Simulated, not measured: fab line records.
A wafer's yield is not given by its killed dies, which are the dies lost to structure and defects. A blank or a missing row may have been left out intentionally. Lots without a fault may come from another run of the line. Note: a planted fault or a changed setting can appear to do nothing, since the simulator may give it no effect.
Which tool is to blame?    flow berkeley_cmos170    Sampling: 13 lots, 39 wafers, 6 of 331 route steps

## WHAT THE GAUGES SHOWED, per wafer
UCB170_ACTIVE_CD_MEAS_90: target cd 1200 nm.
lot   measured     on         cd_nm (nm)
L299  day 4 11:26  cd_sem-01  1200.1 1200.6 1200.1
L300  day 4 11:20  cd_sem-02  1200.2 1200.5 1198.8
L301  day 5 03:04  cd_sem-02  1198.8 1198.6 1199.1
L303  day 5 05:59  cd_sem-02  1200.4 1200.3 1200.4
L304  day 5 15:46  cd_sem-01  1201.1 1201.0 1200.8
L306  day 5 20:41  cd_sem-02  1200.3 1201.3 1200.1
L309  day 6 16:23  cd_sem-01  1200.3 1201.4 1200.1
L310  day 6 16:40  cd_sem-02  1199.8 1200.9 1199.9
L311  day 7 01:20  cd_sem-02  1198.4 1199.8 1198.6
L318  day 8 17:42  cd_sem-01  1203.6 1201.4 1202.0
L321  day 8 18:26  cd_sem-01  1200.4 1199.6 1199.1
L319  day 8 18:40  cd_sem-01  1200.5 1200.3 1202.4
L320  day 8 17:55  cd_sem-01  1201.7 1199.8 1200.5

UCB170_GATE_CD_MEAS_90: target cd 350 nm.
lot   measured      on         cd_nm (nm)
L299  day 6 04:02   cd_sem-02  348.9 348.0 348.8
L300  day 6 04:08   cd_sem-02  349.9 349.7 349.1
L301  day 7 06:00   cd_sem-02  350.8 349.3 350.4
L303  day 7 06:07   cd_sem-02  352.9 350.8 351.9
L304  day 7 06:23   cd_sem-01  351.9 351.5 352.7
L306  day 8 02:49   cd_sem-01  350.8 350.7 351.3
L309  day 8 19:47   cd_sem-02  349.2 350.1 349.7
L310  day 8 19:44   cd_sem-01  347.7 348.3 348.1
L311  day 9 01:36   cd_sem-02  351.4 349.6 349.5
L318  day 10 08:09  cd_sem-02  347.4 347.4 348.9
L321  day 10 11:26  cd_sem-01  349.8 349.5 348.8
L319  day 10 10:43  cd_sem-02  350.2 351.2 349.8
L320  day 10 08:15  cd_sem-02  348.7 349.8 349.1

UCB170_NLDD_CD_MEAS_06: target cd 1200 nm.
lot   measured      on         cd_nm (nm)
L299  day 6 07:15   cd_sem-01  1201.8 1199.9 1201.4
L300  day 6 07:48   cd_sem-02  1200.1 1200.0 1200.1
L301  day 7 09:09   cd_sem-02  1198.5 1199.4 1198.5
L303  day 7 09:24   cd_sem-01  1198.7 1198.5 1199.0
L304  day 7 09:53   cd_sem-01  1200.9 1199.8 1200.1
L306  day 8 05:52   cd_sem-02  1198.2 1200.4 1198.0
L309  day 9 01:05   cd_sem-02  1199.8 1198.7 1199.6
L310  day 9 00:59   cd_sem-01  - - -
L311  day 9 05:41   cd_sem-01  1200.1 1200.6 1201.8
L318  day 10 15:31  cd_sem-01  1199.1 1200.6 1199.2
L321  day 10 15:49  cd_sem-02  1198.5 1199.0 1196.7
L319  day 10 15:43  cd_sem-02  1199.8 1200.1 1200.6
L320  day 10 15:13  cd_sem-01  1200.0 1199.7 1199.0

UCB170_NLDD_TW_MEAS_11.
lot   measured      on             NLDD_TW
L299  day 6 07:47   film_metro-01  2207 2208 2217
L300  day 6 08:20   film_metro-03  2196 2196 2196
L301  day 7 09:43   film_metro-01  2202 2196 2191
L303  day 7 09:57   film_metro-03  2215 2208 2206
L304  day 7 10:26   film_metro-03  2210 2202 2209
L306  day 8 06:25   film_metro-02  2214 2197 2197
L309  day 9 01:37   film_metro-02  2203 2210 2206
L310  day 9 01:34   film_metro-03  30 30 30
L311  day 9 06:14   film_metro-03  2199 2191 2192
L318  day 10 16:04  film_metro-01  2214 2213 2203
L321  day 10 16:23  film_metro-03  2203 2204 2200
L319  day 10 16:16  film_metro-02  2214 2224 2222
L320  day 10 15:46  film_metro-02  2222 2222 2214

## WHICH TOOL RAN EACH LOT (tool, then ch and the chambers of the sampled wafers, then the start)
lot   UCB170_NWELL_ETCH_13               UCB170_NLDD_EXPOSE_03
L299  rie_diel-03 ch 0,2,3, day 2 12:39  krf_scanner-02 ch 0, day 6 06:51
L300  rie_diel-02 ch 1,2,3, day 2 12:56  krf_scanner-01 ch 0, day 6 07:24
L301  rie_diel-03 ch 0,2,3, day 3 01:12  krf_scanner-02 ch 0, day 7 08:44
L303  rie_diel-04 ch 0,1,2, day 3 06:34  krf_scanner-01 ch 0, day 7 09:00
L304  rie_diel-02 ch 0,2,3, day 3 21:06  krf_scanner-01 ch 0, day 7 09:29
L306  rie_diel-04 ch 2,3, day 4 02:43    krf_scanner-02 ch 0, day 8 05:28
L309  rie_diel-04 ch 0,1,2, day 4 14:44  krf_scanner-01 ch 0, day 9 00:08
L310  rie_diel-02 ch 1,3, day 4 19:40    krf_scanner-02 ch 0, day 8 23:49
L311  rie_diel-02 ch 1,3, day 5 03:59    krf_scanner-02 ch 0, day 9 05:15
L318  rie_diel-02 ch 1,2, day 6 18:14    krf_scanner-02 ch 0, day 10 14:47
L321  rie_diel-04 ch 1,3, day 6 21:13    krf_scanner-02 ch 0, day 10 15:23
L319  rie_diel-03 ch 1,2, day 6 21:20    krf_scanner-02 ch 0, day 10 14:54
L320  rie_diel-02 ch 1,2, day 6 21:35    krf_scanner-02 ch 0, day 10 14:17
- UCB170_NWELL_ETCH_13: etches Si3N4 in CH3F/Ar/O2, stops on SiO2, target depth 246.4 nm, time 154 s.
- UCB170_NLDD_EXPOSE_03: exposes mask NSELECT, target cd 1200 nm.

## AS READ BY THE TOOLS THEMSELVES (means over the sampled wafers that have a number; for cases with no such wafer, the mark the record gives instead)
UCB170_NWELL_ETCH_13.
lot   tool         drypump_motor_current_A (A)  oes_product_au (a.u.)  throttle_valve_pct (%)
L299  rie_diel-03  5.8                          0.942                  8.08
L300  rie_diel-02  6.2                          0.943                  7.96
L301  rie_diel-03  5.8                          0.943                  8.09
L303  rie_diel-04  5.6                          0.931                  8.05
L304  rie_diel-02  6.1                          0.938                  8.07
L306  rie_diel-04  6.1                          0.952                  7.97
L309  rie_diel-04  5.6                          0.938                  8.04
L310  rie_diel-02  6.1                          0.942                  8.07
L311  rie_diel-02  5.8                          0.928                  7.93
L318  rie_diel-02  6.2                          0.927                  7.83
L321  rie_diel-04  6.1                          0.940                  8.03
L319  rie_diel-03  5.3                          0.920                  8.12
L320  rie_diel-02  6.2                          0.927                  7.82

UCB170_NLDD_EXPOSE_03.
lot   tool            focus_offset_nm (nm)
L299  krf_scanner-02  0.1
L300  krf_scanner-01  0.3
L301  krf_scanner-02  0.1
L303  krf_scanner-01  0.2
L304  krf_scanner-01  -1.1
L306  krf_scanner-02  0.1
L309  krf_scanner-01  -0.7
L310  krf_scanner-02  -0.0
L311  krf_scanner-02  0.1
L318  krf_scanner-02  0.1
L321  krf_scanner-02  0.1
L319  krf_scanner-02  0.6
L320  krf_scanner-02  0.2

## THE ANSWER, worked out from the rows above alone
Rule: what is usual is taken from the lots themselves. Put in order of their means at a reading, lots are off if they are a third of the lots or fewer, leave a main group of 4 or more, and stand apart from it by a gap of 3 or more times the standard deviation of the main group's means; of several such gaps the widest counts. Not used: any main group whose means are identical at the precision the tables above print for the reading. A lot without any number at a reading at which 4 lots or more have one is off too. The other lots that the step has rows for count as sound. The gauges are gone through in route order, then the tools' own readings, and for those a lot's mean is taken as printed above. The first step at which some lot is off is used, and at that step the reading that is off furthest; a lot without a number counts as furthest.
Off, at UCB170_NLDD_CD_MEAS_06 on cd_nm: L310. Without a number there: L310. The main group: mean 1199.6 nm, standard deviation 0.86.
A tool fits if, at a process step before that reading, it ran every lot that is off, and no sound lot after the first of them. The gauges at UCB170_NLDD_CD_MEAS_06 aren't tried: what is off there is off at UCB170_NLDD_TW_MEAS_11 too, on other tools, and a gauge's error can't cause that. Of those tried, none fits.

## WHAT THE SIMULATOR PUT IN
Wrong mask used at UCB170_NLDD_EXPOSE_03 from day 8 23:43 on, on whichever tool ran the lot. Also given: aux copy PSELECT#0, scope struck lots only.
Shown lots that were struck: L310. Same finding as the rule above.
